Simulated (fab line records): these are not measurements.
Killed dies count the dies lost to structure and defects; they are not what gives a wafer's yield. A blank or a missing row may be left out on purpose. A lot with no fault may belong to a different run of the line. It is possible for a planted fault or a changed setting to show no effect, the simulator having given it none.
Struck lot and sound lot, side by side | flow rit-cmos | 20 steps out of a route of 202
Sound: wafers L885.2, L885.4, L885.6. Wafers L882.2, L882.3, L882.5 were the ones struck. At the end, the cause is stated.
For every step that has rows: the tool of each side, followed by ch and its chambers, followed by its first start. Under that, the readings that differ: sound wafers | struck wafers | difference of the means | sigmas: that difference in standard deviations of wafers without a fault.
alike: words and numbers the same on both sides, and readings whose means are apart by under 2 such deviations; not compared: readings that were withheld, readings missing a value for some wafer, numbers with overlapping values and no deviation given by the record, and bounds like >300 which may hide the same value.
Wherever a step has rows on one side only, a row that says differs or no value, or a row with sigmas, the two part there. Numbers that don't overlap but have no deviation are shown without sigmas and don't part them. Lack of a reading on every wafer of one side parts them only where that side has two or more wafers.

first, 4 steps without rows for these wafers: RIT_ACTIVE_SOFTBAKE_07 (time 60 s); RIT_ACTIVE_EXPOSE_08 (exposes mask M1, target cd 1400 nm); RIT_ACTIVE_PEB_09; RIT_ACTIVE_DEVELOP_10 (develop time 50 s).
RIT_ACTIVE_CD_MEAS_11: the cd target is 1400 nm.
  struck on cd-sem-02, day 4 07:28; sound on cd-sem-01, day 4 23:29
  alike: cd-nm
then, 1 step without rows for these wafers: RIT_ACTIVE_HARDBAKE_12 (time 60 s).
RIT_ACTIVE_ETCH_13: etches Si3N4 in SF6, stops on SiO2, time 210 s, target depth 210 nm.
  sound on rie-diel-02 ch 1,2,3, day 4 23:44; struck on rie-diel-03 ch 0,2,3, day 4 07:43
  alike: drypump-motor-current-A, oes-product-au, rf-fwd-power-W, throttle-valve-pct
  not compared: rf-hours-counter-h
RIT_ACTIVE_STRIP_14: strips in O2, time 180 s.
  sound on plasma-asher-03 ch 0,1, day 4 23:52; struck on plasma-asher-03 ch 0,1, day 4 07:50
  alike: drypump-motor-current-A
  not compared: rf-hours-counter-h
RIT_ACTIVE_CD_MEAS_90: the cd target is 1400 nm.
  struck on cd-sem-02, day 4 08:02; sound on cd-sem-01, day 5 00:04
  alike: cd-nm
then, 3 steps without rows for these wafers: RIT_ACTIVE_CLEAN_15 (cleans in SC1, time 600 s); RIT_ACTIVE_CLEAN_16 (cleans in dHF, time 30 s); RIT_ACTIVE_CLEAN_17 (cleans in SC2, time 600 s).
RIT_FOX1_OXIDATION_00: target thk 350.7 nm, ox time 1130 s.
  sound on furnace-01 ch 0, day 5 00:41; struck on furnace-03 ch 0, day 4 11:35
RIT_FOX1_THK_MEAS_01:
  struck on film-metro-01, day 4 12:54; sound on film-metro-01, day 5 02:00
  reading             | sound       | struck      | difference | sigmas
  FOX1_OXIDE_THK (nm) | 343 346 350 | 539 537 538 | +192       | +30
RIT_FOX1_WET_ETCH_02: etches SiO2 in BOE, target depth 350 nm, time 401.2 s.
  sound on wet-bench-02 ch 1, day 5 02:03; struck on wet-bench-01 ch 0, day 4 12:57
  reading                                  | sound             | struck          | difference | sigmas
  model.Si3N4_of_ACTIVE_CVD_03.thk-nm (nm) | 138.1 137.4 137.6 | 136.4 136.9 136 | -1.3       |
then, 1 step without rows for these wafers: RIT_FOX2_OXIDATION_00 (target thk 350.7 nm, ox time 1130 s).
RIT_FOX2_THK_MEAS_01:
  struck on film-metro-04, day 4 14:23; sound on film-metro-01, day 5 03:29
  alike: FOX2_OXIDE_THK
RIT_FOX2_CLEAN_02: cleans in dHF, time 180 s.
  sound on wet-bench-02 ch 1, day 5 03:32; struck on wet-bench-04 ch 2, day 4 14:26
  reading                                  | sound           | struck          | difference | sigmas
  model.Si3N4_of_ACTIVE_CVD_03.thk-nm (nm) | 131 130.4 130.5 | 129.4 129.9 129 | -1.2       |
then, 1 step without rows for these wafers: RIT_FOX2_WET_ETCH_03 (etches Si3N4 in H3PO4, target depth 195 nm, time 2700 s).
RIT_M1_PROBE_99:
  struck on prober-02, day 6 08:58; sound on prober-01, day 6 19:30
  alike: killed-at-contacts, killed-at-front-end, killed-dies, killed-open, killed-short

WHERE THEY PART
RIT_FOX1_THK_MEAS_01 only, going by this record. Later steps at which nothing parts them and some readings are alike: RIT_FOX2_THK_MEAS_01, RIT_M1_PROBE_99.

WHY: what had been put in by the simulator
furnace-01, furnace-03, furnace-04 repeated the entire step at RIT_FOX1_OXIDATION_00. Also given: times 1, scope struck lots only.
